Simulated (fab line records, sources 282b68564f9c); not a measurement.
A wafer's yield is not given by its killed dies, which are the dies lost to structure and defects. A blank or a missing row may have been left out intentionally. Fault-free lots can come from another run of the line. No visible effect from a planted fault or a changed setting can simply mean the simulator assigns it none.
fab line records	flow ritCmos
record lots=5	wafers=15	lastDay=8
route steps=202 shown CONTACT@178 M1@184
lots with no fault: from the same line, run without faults
startH: hours from the record's opening day to when the first of the lot's shown wafers began	waitH: hours since the lot's step before	" the same as in the row above	L1.1+2: a row that stands for several wafers	- no value, or no start was given	* or withheld: withheld	< > ~ a bound
route shown NAME@n: a module of which the file shows steps, and the number in the route of the first	usual: mean/standard deviation of fault-free wafers	same: alike in all rows	chamber/n: place in a boat	sites: each site's reading	_std_site: standard deviation across them	_edge_site: the outer-site mean with the inner-site mean subtracted	radiusMm: how far each site lies from the wafer's centre	mask NAME#n: copy n	behind: tool/chamber where the wafer was last shaped	hold: why the lot was held/for how many hours/how that ended	device: the n, p or np transistor that did not switch	end of line: tests of these same wafers at the route's end	a step with no rows: only its recipe	killed: at the first sort, the dies lost to defects and structure; wafer yield is something else	map: the dies of a wafer, with x for killed, . for not killed, _ for no die there
set.NAME: the setting the step ran with; set.NAME@STEP: the setting that earlier step ran with	model.NAME: the simulator's own value behind a step, which no gauge read
lots at selected steps of the route; one table per step, one row per wafer
services: the hour from which a tool's chamber was out of use, counted from the record's first day as startH (under 0 if before that day), plus the number of hours and why
## steps
# step RIT_CONTACT_HARDBAKE_10
# recipe resist=NOVOLAK	tempC=140	timeS=60
# usual chillPlateTempC=23.03/0.1
lot.wafer	tool	chamber	startH	waitH	chillPlateTempC
L075.4	lithoTrack-04	0	62.62	0.1	22.94
L075.5	"	0	"	"	23.04
L075.6	"	0	"	"	23.08
L083.2	lithoTrack-03	0	99.47	0.0	22.88
L083.3	"	0	"	"	23.15
L083.5	"	0	"	"	23.07
L087.1	lithoTrack-03	0	118.20	0.0	23.16
L087.2	"	0	"	"	23.06
L087.5	"	0	"	"	23.04
L090.1	lithoTrack-04	0	132.83	0.0	22.98
L090.3	"	0	"	"	23.08
L090.6	"	0	"	"	23.04
L096.3	lithoTrack-01	0	174.59	0.1	23.07
L096.4	"	0	"	"	22.76
L096.5	"	0	"	"	23.00
# step RIT_CONTACT_ETCH_11
# recipe targetDepthA=4800	overEtchFrac=0.2	stopOn=TiSi2	chemistry=CHF3/CF4/Ar	target=SiO2	CHF3_flow_sccm=50	cf4FlowSccm=10	Ar_flow_sccm=100	O2_flow_sccm=5	pressureMtorr=100	rfW=200	timeS=320
# usual drypumpMotorCurrentA=5.7/0.56	oesProductAu=0.987/0.013	throttleValvePct=8.86/0.098
lot.wafer	tool	chamber	startH	waitH	drypumpMotorCurrentA	oesProductAu	rfHoursCounterH	throttleValvePct
L075.4	rieDiel-02	2	62.69	0.1	5.9	0.990	6	8.88
L075.5	"	3	"	"	6.8	0.996	-	8.83
L075.6	"	2	"	"	5.9	1.000	-	8.89
L083.2	rieDiel-02	1	99.60	0.1	5.8	1.002	117	8.76
L083.3	"	0	"	"	5.7	0.998	145	9.02
L083.5	"	2	"	"	5.9	0.998	-	8.91
L087.1	rieDiel-04	3	118.35	0.1	5.4	0.982	143	8.97
L087.2	"	0	"	"	6.7	1.017	4	8.84
L087.5	"	2	"	"	5.3	1.009	-	8.84
L090.1	rieDiel-04	0	132.98	0.1	6.7	1.012	4	8.84
L090.3	"	2	"	"	5.4	1.001	29	8.83
L090.6	"	2	"	"	5.3	1.002	-	8.85
L096.3	rieDiel-01	2	174.69	0.1	5.2	0.985	51	9.02
L096.4	"	1	"	"	4.9	0.972	106	8.83
L096.5	"	1	"	"	4.9	0.971	-	8.80
# step RIT_CONTACT_STRIP_12
# recipe chemistry=O2	timeS=180	resist=NOVOLAK	platenTempC=withheld	powerW=500	pressureMtorr=4000	o2FlowSccm=4000
# usual drypumpMotorCurrentA=5.7/0.32
lot.wafer	tool	chamber	startH	waitH	drypumpMotorCurrentA	rfHoursCounterH
L075.4	plasmaAsher-04	0	62.95	0.2	5.0	-
L075.5	"	0	"	"	5.0	-
L075.6	"	1	"	"	5.4	-
L083.2	plasmaAsher-03	0	99.79	0.1	5.6	26
L083.3	"	1	"	"	6.0	-
L083.5	"	1	"	"	5.9	-
L087.1	plasmaAsher-02	0	118.54	0.1	6.1	0
L087.2	"	1	"	"	5.5	0
L087.5	"	1	"	"	5.5	-
L090.1	plasmaAsher-02	1	133.18	0.1	5.5	2
L090.3	"	0	"	"	6.1	-
L090.6	"	0	"	"	6.1	-
L096.3	plasmaAsher-03	1	174.94	0.2	6.0	-
L096.4	"	0	"	"	5.6	-
L096.5	"	1	"	"	6.0	-
# step RIT_CONTACT_CD_MEAS_90
# recipe targetCdNm=1000
# usual cdNm=999.7/2.4
lot.wafer	tool	chamber	startH	waitH	cdNm
L075.4	cdSem-02	-	63.12	0.1	995.4
L075.5	"	-	"	"	996.5
L075.6	"	-	"	"	999.3
L083.2	cdSem-01	-	99.98	0.1	998.2
L083.3	"	-	"	"	999.5
L083.5	"	-	"	"	999.9
L087.1	cdSem-01	-	118.72	0.1	1000.5
L087.2	"	-	"	"	996.9
L087.5	"	-	"	"	996.7
L090.1	cdSem-01	-	133.35	0.1	998.5
L090.3	"	-	"	"	997.9
L090.6	"	-	"	"	998.2
L096.3	cdSem-01	-	175.10	0.1	1000.9
L096.4	"	-	"	"	1001.6
L096.5	"	-	"	"	1001.1
# step RIT_CONTACT_CLEAN_13
# recipe chemistry=SC1	mix=3:3:50	timeS=600	tempC=75
lot.wafer	tool	chamber	startH	waitH
L075.4+5+6	wetBench-04	3	63.18	0.0
L083.2+3+5	wetBench-04	1	100.08	0.1
L087.1+2+5	wetBench-01	2	118.84	0.1
L090.1+3+6	wetBench-04	2	133.47	0.1
L096.3+4+5	wetBench-02	0	175.18	0.1
# step RIT_CONTACT_CLEAN_14
# recipe chemistry=SC2	mix=3:3:50	timeS=600	tempC=75	dry=n2Spin
lot.wafer	tool	chamber	startH	waitH
L075.4+5+6	wetBench-02	1	63.36	0.0
L083.2+3+5	wetBench-01	2	100.26	0.0
L087.1+2+5	wetBench-02	1	119.03	0.0
L090.1+3+6	wetBench-02	2	133.65	0.0
L096.3+4+5	wetBench-01	2	175.37	0.0
# step RIT_M1_SPUTTER_00
# recipe material=Al	targetThkNm=400	powerW=1955	chamberPressurePa=0.4	gas=Ar	timeS=500	substrateTempC=25
# usual throttleValvePct=29.2/1.1
lot.wafer	tool	chamber	startH	waitH	throttleValvePct
L075.4	pvdSputter-01	-	63.55	0.0	29.6
L075.5	"	-	"	"	28.3
L075.6	"	-	"	"	27.8
L083.2	pvdSputter-04	-	100.43	0.0	29.8
L083.3	"	-	"	"	31.3
L083.5	"	-	"	"	29.3
L087.1	pvdSputter-04	-	119.20	0.0	31.4
L087.2	"	-	"	"	28.4
L087.5	"	-	"	"	29.8
L090.1	pvdSputter-01	-	133.82	0.0	27.8
L090.3	"	-	"	"	28.8
L090.6	"	-	"	"	28.3
L096.3	pvdSputter-04	-	175.58	0.0	28.7
L096.4	"	-	"	"	31.4
L096.5	"	-	"	"	28.9
# step RIT_M1_RS_MEAS_01
# recipe thkMeasGauge=four-point-probe	reads=Al_of_M1_SPUTTER_00
# usual M1_AL_RS=0.0748/0.0011
lot.wafer	tool	chamber	startH	waitH	M1_AL_RS[ohm/sq]
L075.4	filmMetro-01	-	63.90	0.2	0.0769
L075.5	"	-	"	"	0.0733
L075.6	"	-	"	"	0.0747
L083.2	filmMetro-01	-	100.75	0.2	0.0740
L083.3	"	-	"	"	0.0744
L083.5	"	-	"	"	0.0744
L087.1	filmMetro-04	-	119.50	0.1	0.0753
L087.2	"	-	"	"	0.0753
L087.5	"	-	"	"	0.0752
L090.1	filmMetro-04	-	134.12	0.1	0.0740
L090.3	"	-	"	"	0.0749
L090.6	"	-	"	"	0.0733
L096.3	filmMetro-01	-	175.91	0.2	0.0748
L096.4	"	-	"	"	0.0738
L096.5	"	-	"	"	0.0752
# step RIT_M1_THK_MEAS_02
# recipe thkMeasGauge=xrf	reads=Al_of_M1_SPUTTER_00
# usual M1_AL_THK=395/5.8
lot.wafer	tool	chamber	startH	waitH	M1_AL_THK[nm]
L075.4	filmMetro-01	-	63.99	0.1	385
L075.5	"	-	"	"	404
L075.6	"	-	"	"	397
L083.2	filmMetro-01	-	100.86	0.1	403
L083.3	"	-	"	"	399
L083.5	"	-	"	"	397
L087.1	filmMetro-04	-	119.62	0.1	389
L087.2	"	-	"	"	390
L087.5	"	-	"	"	393
L090.1	filmMetro-04	-	134.24	0.1	397
L090.3	"	-	"	"	392
L090.6	"	-	"	"	400
L096.3	filmMetro-01	-	176.01	0.1	397
L096.4	"	-	"	"	404
L096.5	"	-	"	"	393
# step RIT_M1_HMDS_03
# recipe primeTimeS=60	primeTempC=140
# usual chillPlateTempC=22.98/0.1	primeTempC=140.00/0.14
# same primeTimeS=60
lot.wafer	tool	chamber	startH	waitH	chillPlateTempC	primeTempC
L075.4	lithoTrack-04	0	64.10	0.1	22.91	140.12
L075.5	"	0	"	"	22.92	139.92
L075.6	"	0	"	"	22.99	140.15
L083.2	lithoTrack-04	0	100.93	0.1	22.88	140.33
L083.3	"	0	"	"	23.13	140.17
L083.5	"	0	"	"	23.09	140.15
L087.1	lithoTrack-03	0	119.68	0.1	22.92	139.94
L087.2	"	0	"	"	23.08	139.98
L087.5	"	0	"	"	23.19	140.03
L090.1	lithoTrack-02	0	134.30	0.1	23.09	139.81
L090.3	"	0	"	"	23.03	139.84
L090.6	"	0	"	"	23.05	139.81
L096.3	lithoTrack-02	0	176.10	0.1	22.99	140.13
L096.4	"	0	"	"	22.91	140.09
L096.5	"	0	"	"	22.84	140.18
# step RIT_M1_COAT_04
# recipe resist=NOVOLAK	spinRpm=2000	resistThkNm=1300
# usual chillPlateTempC=22.99/0.096
lot.wafer	tool	chamber	startH	waitH	chillPlateTempC
L075.4	lithoTrack-04	0	64.25	0.1	22.93
L075.5	"	0	"	"	23.02
L075.6	"	0	"	"	23.09
L083.2	lithoTrack-04	0	101.08	0.1	22.77
L083.3	"	0	"	"	22.83
L083.5	"	0	"	"	22.90
L087.1	lithoTrack-03	0	119.83	0.1	23.19
L087.2	"	0	"	"	23.12
L087.5	"	0	"	"	23.13
L090.1	lithoTrack-02	0	134.45	0.1	22.88
L090.3	"	0	"	"	22.87
L090.6	"	0	"	"	22.90
L096.3	lithoTrack-02	0	176.25	0.1	23.06
L096.4	"	0	"	"	23.09
L096.5	"	0	"	"	22.87
# step RIT_M1_SOFTBAKE_05
# recipe resist=NOVOLAK	tempC=90	timeS=61.98
# usual chillPlateTempC=22.99/0.099	plateSensorTCentreC=90.968/0.0098	plateSensorTEdgeC=91.019/0.011
lot.wafer	tool	chamber	startH	waitH	chillPlateTempC	plateSensorTCentreC	plateSensorTEdgeC
L075.4	lithoTrack-04	0	64.40	0.1	22.87	90.972	91.034
L075.5	"	0	"	"	22.81	90.988	91.013
L075.6	"	0	"	"	23.00	90.959	91.005
L083.2	lithoTrack-04	0	101.23	0.1	23.03	90.959	91.016
L083.3	"	0	"	"	22.92	90.945	91.021
L083.5	"	0	"	"	23.10	90.965	91.015
L087.1	lithoTrack-03	0	119.98	0.1	23.08	90.983	90.996
L087.2	"	0	"	"	23.19	90.966	91.000
L087.5	"	0	"	"	23.06	90.969	91.016
L090.1	lithoTrack-02	0	134.60	0.1	23.04	90.967	91.025
L090.3	"	0	"	"	22.92	90.974	91.029
L090.6	"	0	"	"	22.93	90.965	91.003
L096.3	lithoTrack-02	0	176.40	0.1	23.01	90.960	91.009
L096.4	"	0	"	"	22.91	90.962	91.025
L096.5	"	0	"	"	23.22	90.971	91.021
# step RIT_M1_EXPOSE_06
# recipe maskId=M12	na=0.6	sourceShape=conventional	sigmaOuter=0.5	targetCdNm=2600	doseMj=250
lot.wafer	tool	chamber	startH	waitH	mask
L075.4+5+6	ilineStepper-02	0	64.66	0.2	M12#0
L083.2+3+5	ilineStepper-01	0	101.50	0.2	M12#0
L087.1+2+5	ilineStepper-01	0	120.13	0.1	M12#0
L090.1+3+6	ilineStepper-02	0	134.87	0.2	M12#0
L096.3+4+5	ilineStepper-01	0	176.54	0.1	M12#0
# step RIT_M1_PEB_07
# recipe resist=NOVOLAK	tempC=withheld	timeS=withheld
# usual chillPlateTempC=*
lot.wafer	tool	chamber	startH	waitH	chillPlateTempC
L075.4	lithoTrack-02	0	64.79	0.1	*
L075.5	"	0	"	"	*
L075.6	"	0	"	"	*
L083.2	lithoTrack-04	0	101.63	0.1	*
L083.3	"	0	"	"	*
L083.5	"	0	"	"	*
L087.1	lithoTrack-03	0	120.24	0.1	*
L087.2	"	0	"	"	*
L087.5	"	0	"	"	*
L090.1	lithoTrack-04	0	134.99	0.1	*
L090.3	"	0	"	"	*
L090.6	"	0	"	"	*
L096.3	lithoTrack-03	0	176.67	0.1	*
L096.4	"	0	"	"	*
L096.5	"	0	"	"	*
# step RIT_M1_DEVELOP_08
# recipe resist=NOVOLAK	developTimeS=68	devTempC=23
# usual chillPlateTempC=23.00/0.1
lot.wafer	tool	chamber	startH	waitH	chillPlateTempC
L075.4	lithoTrack-02	0	-	-	22.97
L075.5	"	0	"	"	23.01
L075.6	"	0	"	"	23.07
L083.2	lithoTrack-04	0	-	-	22.90
L083.3	"	0	"	"	22.99
L083.5	"	0	"	"	22.90
L087.1	lithoTrack-03	0	-	-	23.02
L087.2	"	0	"	"	22.97
L087.5	"	0	"	"	22.91
L090.1	lithoTrack-04	0	-	-	22.99
L090.3	"	0	"	"	22.96
L090.6	"	0	"	"	22.97
L096.3	lithoTrack-03	0	-	-	23.03
L096.4	"	0	"	"	22.96
L096.5	"	0	"	"	22.87
# step RIT_M1_CD_MEAS_09
# recipe targetCdNm=2600
# usual cdNm=2599.3/2.2
lot.wafer	tool	chamber	startH	waitH	cdNm
L075.4	cdSem-01	-	65.09	-	2600.3
L075.5	"	-	"	"	2598.7
L075.6	"	-	"	"	2599.9
L083.2	cdSem-02	-	101.93	-	2596.0
L083.3	"	-	"	"	2595.9
L083.5	"	-	"	"	2597.4
L087.1	cdSem-02	-	120.56	-	2602.9
L087.2	"	-	"	"	2600.9
L087.5	"	-	"	"	2601.5
L090.1	cdSem-02	-	135.30	-	2601.3
L090.3	"	-	"	"	2601.5
L090.6	"	-	"	"	2601.6
L096.3	cdSem-01	-	176.97	-	2597.2
L096.4	"	-	"	"	2599.2
L096.5	"	-	"	"	2598.3
# step RIT_M1_OVL_MEAS_10
# usual M1_OVL=-1.0/1.7
lot.wafer	tool	chamber	startH	waitH	M1_OVL[nm]
L075.4	overlay-01	-	65.17	0.1	-2.1
L075.5	"	-	"	"	-4.1
L075.6	"	-	"	"	-3.1
L083.2	overlay-01	-	102.04	0.1	-2.1
L083.3	"	-	"	"	-1.9
L083.5	"	-	"	"	-0.9
L087.1	overlay-01	-	120.68	0.1	-2.3
L087.2	"	-	"	"	-0.8
L087.5	"	-	"	"	-0.9
L090.1	overlay-01	-	135.42	0.1	-6.1
L090.3	"	-	"	"	-4.2
L090.6	"	-	"	"	-2.8
L096.3	overlay-01	-	177.06	0.1	0.7
L096.4	"	-	"	"	0.7
L096.5	"	-	"	"	-1.5
# step RIT_M1_HARDBAKE_11
# recipe resist=NOVOLAK	tempC=140	timeS=120
# usual chillPlateTempC=22.99/0.11
lot.wafer	tool	chamber	startH	waitH	chillPlateTempC
L075.4	lithoTrack-02	0	65.31	0.1	23.02
L075.5	"	0	"	"	22.93
L075.6	"	0	"	"	22.90
L083.2	lithoTrack-04	0	102.11	0.1	22.93
L083.3	"	0	"	"	23.10
L083.5	"	0	"	"	22.98
L087.1	lithoTrack-04	0	120.71	0.0	22.96
L087.2	"	0	"	"	22.83
L087.5	"	0	"	"	22.80
L090.1	lithoTrack-02	0	135.46	0.0	22.94
L090.3	"	0	"	"	23.16
L090.6	"	0	"	"	23.08
L096.3	lithoTrack-04	0	177.17	0.1	23.09
L096.4	"	0	"	"	23.13
L096.5	"	0	"	"	23.02
# step RIT_M1_METAL_ETCH_12
# recipe stopOn=SiO2	chemistry=Cl2/BCl3	target=Al	timeS=165	overEtchFrac=0.5	pressureMtorr=100	targetDepthA=6000	rfW=250	Cl2_flow_sccm=60	bcl3FlowSccm=50
# usual drypumpMotorCurrentA=5.56/0.24	mfcCl2Sccm=60.00/0.18	oesProductAu=0.764/0.011	throttleValvePct=8.35/0.12
lot.wafer	tool	chamber	startH	waitH	drypumpMotorCurrentA	mfcCl2Sccm	oesProductAu	rfHoursCounterH	throttleValvePct
L075.4	rieMetal-04	0	65.49	0.1	5.06	59.77	0.746	-	8.13
L075.5	"	1	"	"	5.64	59.84	0.769	-	8.38
L075.6	"	0	"	"	5.04	59.94	0.756	-	8.13
L083.2	rieMetal-02	0	102.32	0.2	5.48	59.93	0.761	3	8.26
L083.3	"	0	"	"	5.49	59.94	0.749	-	8.28
L083.5	"	1	"	"	5.82	60.01	0.757	-	8.49
L087.1	rieMetal-04	1	120.96	0.2	5.57	60.00	0.762	36	8.39
L087.2	"	0	"	"	5.07	59.80	0.759	38	8.13
L087.5	"	0	"	"	5.05	60.11	0.760	-	8.12
L090.1	rieMetal-04	0	135.71	0.2	5.04	60.17	0.762	38	8.12
L090.3	"	1	"	"	5.56	59.97	0.766	-	8.37
L090.6	"	0	"	"	5.09	60.09	0.766	-	8.13
L096.3	rieMetal-04	1	177.41	0.2	5.60	60.02	0.753	-	8.40
L096.4	"	0	"	"	5.08	59.93	0.793	-	8.12
L096.5	"	1	"	"	5.58	60.01	0.738	-	8.40
# step RIT_M1_STRIP_13
# recipe chemistry=nmp	resist=NOVOLAK	tempC=80	timeS=600	dry=n2Spin
lot.wafer	tool	chamber	startH	waitH
L075.4+5+6	wetBench-02	0	65.60	0.1
L083.2+3+5	wetBench-01	3	102.48	0.1
L087.1+2+5	wetBench-02	0	121.13	0.1
L090.1+3+6	wetBench-02	2	135.87	0.1
L096.3+4+5	wetBench-02	0	177.55	0.1
# step RIT_M1_STRIP_14
# recipe chemistry=O2	timeS=180	platenTempC=withheld	powerW=500	pressureMtorr=4000	o2FlowSccm=4000
# usual drypumpMotorCurrentA=5.5/0.34
lot.wafer	tool	chamber	startH	waitH	drypumpMotorCurrentA	rfHoursCounterH
L075.4	plasmaAsher-03	0	65.83	0.1	5.6	-
L075.5	"	0	"	"	5.6	-
L075.6	"	1	"	"	5.9	-
L083.2	plasmaAsher-03	0	102.66	0.0	5.6	27
L083.3	"	0	"	"	5.6	-
L083.5	"	1	"	"	6.0	-
L087.1	plasmaAsher-03	0	121.30	0.0	5.6	29
L087.2	"	1	"	"	5.9	29
L087.5	"	0	"	"	5.6	-
L090.1	plasmaAsher-01	0	136.04	0.0	5.8	52
L090.3	"	0	"	"	5.8	-
L090.6	"	1	"	"	5.1	-
L096.3	plasmaAsher-01	0	177.80	0.1	5.7	-
L096.4	"	1	"	"	5.1	-
L096.5	"	0	"	"	5.7	-
# step RIT_M1_CD_MEAS_90
# recipe targetCdNm=2600
# usual cdNm=2598/3.2
lot.wafer	tool	chamber	startH	waitH	cdNm
L075.4	cdSem-02	-	66.01	0.1	2599
L075.5	"	-	"	"	2595
L075.6	"	-	"	"	2600
L083.2	cdSem-02	-	102.85	0.1	2594
L083.3	"	-	"	"	2594
L083.5	"	-	"	"	2597
L087.1	cdSem-01	-	121.48	0.1	2599
L087.2	"	-	"	"	2600
L087.5	"	-	"	"	2600
L090.1	cdSem-02	-	136.22	0.1	2601
L090.3	"	-	"	"	2600
L090.6	"	-	"	"	2601
L096.3	cdSem-01	-	177.96	0.1	2595
L096.4	"	-	"	"	2601
L096.5	"	-	"	"	2595
# step RIT_M1_ANNEAL_15
# recipe tempC=450	timeS=1866	ambient=forming_gas_H2N2
# usual tube_center_temp_C_max=451.16/0.21	zonePowerCentrePct=20.6/1.2	zonePowerLoadPct=6.63/0.23
lot.wafer	tool	chamber	startH	waitH	tube_center_temp_C_max	zonePowerCentrePct	zonePowerLoadPct
L075.4	-	-	66.07	0.0	450.98	20.0	6.31
L075.5	"	-	"	"	451.68	20.0	6.39
L075.6	"	-	"	"	451.05	19.9	6.38
L083.2	-	-	102.95	0.1	451.22	19.9	6.46
L083.3	"	-	"	"	451.12	20.0	6.25
L083.5	"	-	"	"	450.92	20.0	6.33
L087.1	-	-	121.83	0.3	451.22	19.9	6.35
L087.2	"	-	"	"	451.33	19.7	6.30
L087.5	"	-	"	"	450.70	19.4	6.47
L090.1	-	-	136.34	0.1	451.39	20.1	6.81
L090.3	"	-	"	"	451.13	20.0	6.87
L090.6	"	-	"	"	450.98	20.0	6.91
L096.3	-	-	179.40	1.4	451.05	22.6	6.70
L096.4	"	-	"	"	451.01	22.5	6.70
L096.5	"	-	"	"	451.01	22.8	6.71
# step RIT_M1_BOW_MEAS_16
# recipe mode=bow
# usual M1_BOW=16/6.8
lot.wafer	tool	chamber	startH	waitH	M1_BOW[um]
L075.4	filmMetro-01	-	67.63	0.1	25
L075.5	"	-	"	"	19
L075.6	"	-	"	"	13
L083.2	filmMetro-04	-	104.47	0.0	12
L083.3	"	-	"	"	12
L083.5	"	-	"	"	20
L087.1	filmMetro-04	-	123.33	0.0	21
L087.2	"	-	"	"	16
L087.5	"	-	"	"	9
L090.1	filmMetro-01	-	137.84	0.0	3
L090.3	"	-	"	"	20
L090.6	"	-	"	"	6
L096.3	filmMetro-01	-	180.94	0.0	10
L096.4	"	-	"	"	10
L096.5	"	-	"	"	19
# step RIT_M1_PROBE_99
# usual defectLimitedYield=97.3/1.2	killedAtContacts=0.1/0.25	killedAtFrontEnd=7/3.2	killedDies=7/3.2	killedOpen=3.5/2.1	killedShort=3.5/2.1	sort_bin_3_pad_short=0.1/0.21	sort_bin_5_function=1.5/0.8	sort_bin_6_memory=1.0/0.69	sortNPass=257/3.2	sortYieldPct=97.3/1.2
# same grossDies=264	killed_at_M0_to_M3=0	killed_at_M4_up=0	killedAtBackSide=0	killedAtOther=0
lot.wafer	tool	chamber	startH	waitH	defectLimitedYield[%]	killedAtContacts	killedAtFrontEnd	killedDies	killedOpen	killedShort	sort_bin_3_pad_short[%]	sort_bin_5_function[%]	sort_bin_6_memory[%]	sortNPass	sortYieldPct[%]
L083.2	prober-01	-	104.62	0.1	98.1	0	5	5	5	0	0	0.8	1.1	259	98.1
L083.3	prober-01	-	104.67	0.2	98.9	0	3	3	1	2	0	0.8	0.4	261	98.9
L083.5	prober-01	-	104.77	0.2	96.2	0	10	10	9	1	0	3.0	0.8	254	96.2
L090.1	prober-01	-	137.96	0.1	97.7	0	6	6	3	3	0	1.1	1.1	258	97.7
L090.3	prober-01	-	138.06	0.2	97.3	0	7	7	3	4	0	2.3	0.4	257	97.3
L090.6	prober-01	-	138.21	0.2	98.5	0	4	4	2	2	0	0.4	1.1	260	98.5
L096.3	prober-01	-	181.12	0.2	98.5	0	4	4	3	1	0	1.5	0	260	98.5
L096.4	prober-01	-	181.17	0.2	98.5	0	4	4	0	4	0.4	0.8	0.4	260	98.5
L096.5	prober-01	-	181.22	0.2	98.9	0	3	3	0	3	0.4	0.4	0.4	261	98.9
# killed by level:class
L083.2 FOX1:geometricParticle:open=1 FOX2:geometricParticle:open=1 GATE:geometricParticle:open=1 SPACER:geometricParticle:open=1 SILICIDE:geometricParticle:open=1
L083.3 GATE:geometricParticle:short=2 GATE:geometricParticle:open=1
L083.5 GATE:geometricParticle:open=4 FOX1:geometricParticle:open=2 FOX1:geometricParticle:short=1 FOX2:geometricParticle:open=1 SILICIDE:geometricParticle:open=1 SPACER:geometricParticle:open=1
L090.1 GATE:geometricParticle:open=2 REOX:geometricParticle:short=2 FOX1:geometricParticle:short=1 SILICIDE:geometricParticle:open=1
L090.3 GATE:geometricParticle:short=4 GATE:geometricParticle:open=2 REOX:geometricParticle:open=1
L090.6 FOX1:geometricParticle:short=1 FOX1:geometricParticle:open=1 FOX2:geometricParticle:short=1 FOX2:geometricParticle:open=1
L096.3 FOX2:geometricParticle:open=2 FOX2:geometricParticle:short=1 REOX:geometricParticle:open=1
L096.4 REOX:geometricParticle:short=2 GATE:geometricParticle:short=1 SPACER:geometricParticle:short=1
L096.5 GATE:geometricParticle:short=2 FOX2:geometricParticle:short=1
## services
tool	chamber	startH	hours	kind
rieDiel-01	3	44.64	1.5	repair
furnace-02	-	46.62	4.3	pm
plasmaAsher-02	-	60.59	2.8	repair
rieDiel-04	2	60.77	4.1	repair
rieMetal-02	0	66.88	14.0	repair
ilineStepper-02	-	72.19	1.7	pm
rieMetal-02	-	75.60	0.7	repair
rieDiel-02	-	81.22	0.2	repair
furnace-02	-	93.25	4.3	pm
pvdSputter-01	-	97.98	2.7	repair
ilineStepper-02	-	104.75	8.9	pm
plasmaAsher-02	-	108.92	9.0	pm
rieDiel-02	3	111.14	5.3	repair
rieDiel-01	-	111.62	2.8	pm
rieDiel-01	0	114.40	5.0	repair
rieMetal-04	-	123.00	0.8	repair
rieDiel-02	1	123.86	2.4	repair
wetBench-01	-	123.93	1.9	pm
rieDiel-04	1	130.25	10.1	repair
rieMetal-04	-	136.12	20.0	pm
plasmaAsher-01	-	141.87	0.4	repair
ilineStepper-01	-	151.55	10.8	repair
ilineStepper-02	-	151.90	12.1	repair
pvdSputter-01	-	171.31	6.2	repair
## key
fault none
